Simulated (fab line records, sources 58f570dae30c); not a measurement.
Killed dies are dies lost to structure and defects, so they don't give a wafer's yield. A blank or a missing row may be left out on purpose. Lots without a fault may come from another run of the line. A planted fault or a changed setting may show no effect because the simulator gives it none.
Which tool did it? | flow berkeley_cmos170 | 15 lots, 45 wafers sampled, at 5 steps of a route of 331

WHAT THE GAUGES READ, wafer by wafer
UCB170_V1_CD_MEAS_90: target cd 700 nm. Usual: cd_nm 700.4 nm, standard deviation 1.5.
lot  | measured     | on        | cd_nm (nm)        | flag
L557 | day 7 06:44  | cd_sem-02 | 698.2 699.7 698.5 |
L558 | day 7 06:29  | cd_sem-02 | 699.3 697.5 699.2 |
L559 | day 8 03:44  | cd_sem-02 | 702.6 702.9 701.6 |
L560 | day 8 03:35  | cd_sem-01 | 702.9 702.6 702.6 |
L561 | day 8 13:20  | cd_sem-01 | 701.3 700.9 702.8 |
L563 | day 8 22:19  | cd_sem-01 | 702.9 701.3 700.5 |
L564 | day 8 22:33  | cd_sem-01 | 700.5 699.0 699.4 |
L565 | day 9 12:17  | cd_sem-02 | 700.1 701.0 699.5 |
L568 | day 10 04:34 | cd_sem-02 | 699.8 699.9 699.7 |
L569 | day 10 04:55 | cd_sem-01 | 700.9 700.8 701.4 |
L573 | day 11 00:14 | cd_sem-02 | 700.6 699.9 700.5 |
L574 | day 11 00:05 | cd_sem-01 | 699.1 698.2 699.0 |
L577 | day 11 17:33 | cd_sem-01 | 703.2 701.1 702.1 |
L578 | day 12 01:08 | cd_sem-02 | 698.5 699.9 697.4 |
L580 | day 12 02:27 | cd_sem-02 | 700.0 701.0 699.3 |

UCB170_M3_CD_MEAS_90: target cd 700 nm. Usual: cd_nm 699.0 nm, standard deviation 2.8.
lot  | measured     | on        | cd_nm (nm)        | flag
L557 | day 7 18:05  | cd_sem-02 | 698.0 698.5 699.4 |
L558 | day 7 17:58  | cd_sem-02 | 693.7 697.1 695.6 |
L559 | day 8 11:17  | cd_sem-02 | 699.0 697.0 700.8 |
L560 | day 8 15:23  | cd_sem-02 | 700.4 699.5 703.2 |
L561 | day 9 02:31  | cd_sem-02 | 698.6 696.8 698.9 |
L563 | day 9 08:44  | cd_sem-01 | 697.8 695.3 695.8 |
L564 | day 9 09:13  | cd_sem-01 | 702.8 703.7 699.1 |
L565 | day 9 22:32  | cd_sem-01 | 697.2 695.9 701.6 |
L568 | day 10 15:05 | cd_sem-01 | 691.9 698.4 693.1 |
L569 | day 10 15:54 | cd_sem-01 | 704.0 700.9 700.3 |
L573 | day 11 14:29 | cd_sem-01 | 698.5 694.6 695.2 |
L574 | day 11 22:30 | cd_sem-01 | 698.4 702.2 700.2 |
L577 | day 12 02:50 | cd_sem-02 | 701.8 700.5 701.2 |
L578 | day 12 16:07 | cd_sem-02 | 704.1 696.8 702.9 |
L580 | day 12 10:20 | cd_sem-01 | 695.1 701.1 696.5 |

WHICH TOOL RAN EACH LOT (tool, then ch and the chambers of the sampled wafers, then the start)
lot  | UCB170_NWELL_OXIDATION_01    | UCB170_M3_PRE_CLEAN_00       | UCB170_M3_STRIP_19
L557 | furnace-03 ch 0, day 2 03:28 | pvd_sputter-01, day 7 14:55  | plasma_asher-02 ch 0,1, day 7 17:59
L558 | furnace-03 ch 0, day 2 03:28 | pvd_sputter-03, day 7 14:41  | plasma_asher-04 ch 0,1, day 7 17:52
L559 | furnace-04 ch 0, day 2 10:13 | pvd_sputter-01, day 8 08:42  | plasma_asher-03 ch 0,1, day 8 11:10
L560 | furnace-04 ch 0, day 2 10:13 | pvd_sputter-03, day 8 12:26  | plasma_asher-02 ch 0,1, day 8 15:16
L561 | furnace-02 ch 0, day 2 20:43 | pvd_sputter-01, day 8 22:08  | plasma_asher-04 ch 0,1, day 9 02:25
L563 | furnace-02 ch 0, day 3 04:19 | pvd_sputter-03, day 9 06:13  | plasma_asher-03 ch 0, day 9 08:38
L564 | furnace-03 ch 0, day 3 09:25 | pvd_sputter-02, day 9 06:30  | plasma_asher-02 ch 0,1, day 9 09:07
L565 | furnace-04 ch 0, day 3 14:28 | pvd_sputter-01, day 9 18:31  | plasma_asher-03 ch 0,1, day 9 22:25
L568 | furnace-02 ch 0, day 4 05:02 | pvd_sputter-03, day 10 11:01 | plasma_asher-03 ch 0,1, day 10 14:59
L569 | furnace-04 ch 0, day 4 09:25 | pvd_sputter-02, day 10 11:40 | plasma_asher-03 ch 0,1, day 10 15:47
L573 | furnace-04 ch 0, day 5 10:37 | pvd_sputter-01, day 11 12:05 | plasma_asher-03 ch 0,1, day 11 14:23
L574 | furnace-04 ch 0, day 5 10:37 | pvd_sputter-02, day 11 20:06 | plasma_asher-03 ch 0,1, day 11 22:24
L577 | furnace-03 ch 0, day 6 05:53 | pvd_sputter-01, day 12 00:06 | plasma_asher-02 ch 0,1, day 12 02:43
L578 | furnace-04 ch 0, day 6 13:37 | pvd_sputter-01, day 12 13:43 | plasma_asher-02 ch 0,1, day 12 16:01
L580 | furnace-03 ch 0, day 6 18:49 | pvd_sputter-03, day 12 07:38 | plasma_asher-02 ch 0,1, day 12 10:14
- UCB170_NWELL_OXIDATION_01: target thk 26.4 nm, ox time 1260 s.
- UCB170_M3_PRE_CLEAN_00: preclean etch time 60 s.
- UCB170_M3_STRIP_19: strips in O2.

WHAT THE TOOLS THEMSELVES READ (means of the sampled wafers that have a number; where no wafer has one, the mark that the record gives instead)
UCB170_NWELL_OXIDATION_01. Usual: ox_temp_c_max 1005.5, standard deviation 2.2; zone_power_centre_pct 48 %, standard deviation 4.2; zone_power_load_pct 33 %, standard deviation 3; zone_power_source_pct 36.7 %, standard deviation 2.7.
lot  | tool       | ox_temp_c_max | zone_power_centre_pct (%) | zone_power_load_pct (%) | zone_power_source_pct (%) | flag
L557 | furnace-03 | 1004.2        | 43                        | 32                      | 33.7                      |
L558 | furnace-03 | 1004.3        | 43                        | 32                      | 33.8                      |
L559 | furnace-04 | 1006.1        | 53                        | 31                      | 40.1                      |
L560 | furnace-04 | 1004.3        | 52                        | 31                      | 39.7                      |
L561 | furnace-02 | 1010.5        | 50                        | 39                      | 37.5                      |
L563 | furnace-02 | 1007.3        | 50                        | 39                      | 37.5                      |
L564 | furnace-03 | 1003.8        | 43                        | 32                      | 34.1                      |
L565 | furnace-04 | 1004.9        | 52                        | 31                      | 40.1                      |
L568 | furnace-02 | 1008.5        | 50                        | 38                      | 37.5                      |
L569 | furnace-04 | 1005.1        | 53                        | 31                      | 39.9                      |
L573 | furnace-04 | 1004.7        | 53                        | 31                      | 40.4                      |
L574 | furnace-04 | 1004.9        | 52                        | 31                      | 40.2                      |
L577 | furnace-03 | 1004.0        | 43                        | 32                      | 33.6                      |
L578 | furnace-04 | 1006.3        | 52                        | 31                      | 40.0                      |
L580 | furnace-03 | 1004.1        | 43                        | 32                      | 33.7                      |

UCB170_M3_STRIP_19. Usual: chamber_pressure_mTorr 3500 mTorr, standard deviation 3.3; drypump_motor_current_A 5.8 A, standard deviation 0.4; oes_product_au 0.548 a.u., standard deviation 0.018.
lot  | tool            | chamber_pressure_mTorr (mTorr) | drypump_motor_current_A (A) | oes_product_au (a.u.) | flag
L557 | plasma_asher-02 | 3503                           | 5.8                         | 0.548                 |
L558 | plasma_asher-04 | 3502                           | 5.1                         | 0.540                 |
L559 | plasma_asher-03 | 3497                           | 6.1                         | 0.549                 |
L560 | plasma_asher-02 | 3500                           | 5.8                         | 0.533                 |
L561 | plasma_asher-04 | 3497                           | 5.1                         | 0.558                 |
L563 | plasma_asher-03 | 3500                           | 5.6                         | 0.538                 |
L564 | plasma_asher-02 | 3505                           | 5.8                         | 0.553                 |
L565 | plasma_asher-03 | 3501                           | 5.9                         | 0.551                 |
L568 | plasma_asher-03 | 3496                           | 5.8                         | 0.540                 |
L569 | plasma_asher-03 | 3499                           | 6.1                         | 0.562                 |
L573 | plasma_asher-03 | 3500                           | 5.8                         | 0.557                 |
L574 | plasma_asher-03 | 3498                           | 6.1                         | 0.529                 |
L577 | plasma_asher-02 | 3497                           | 5.8                         | 0.577                 |
L578 | plasma_asher-02 | 3499                           | 5.8                         | 0.532                 |
L580 | plasma_asher-02 | 3499                           | 5.8                         | 0.546                 |

THE ANSWER, worked out from the rows above alone
Rule: a lot is off if the mean of its wafers that have a number lies more than 3 standard deviations from the usual mean. A lot without any number at a reading at which 4 lots or more have one is off too. The other lots that the step has rows for count as sound. The gauges are gone through in route order, then the tools' own readings, and for those a lot's mean is taken as printed above. The first step at which some lot is off is used, and at that step the reading that is off furthest; a lot without a number counts as furthest.
No lot is off at any reading shown: from this, nothing can be told.

WHAT THE SIMULATOR HAD PUT IN
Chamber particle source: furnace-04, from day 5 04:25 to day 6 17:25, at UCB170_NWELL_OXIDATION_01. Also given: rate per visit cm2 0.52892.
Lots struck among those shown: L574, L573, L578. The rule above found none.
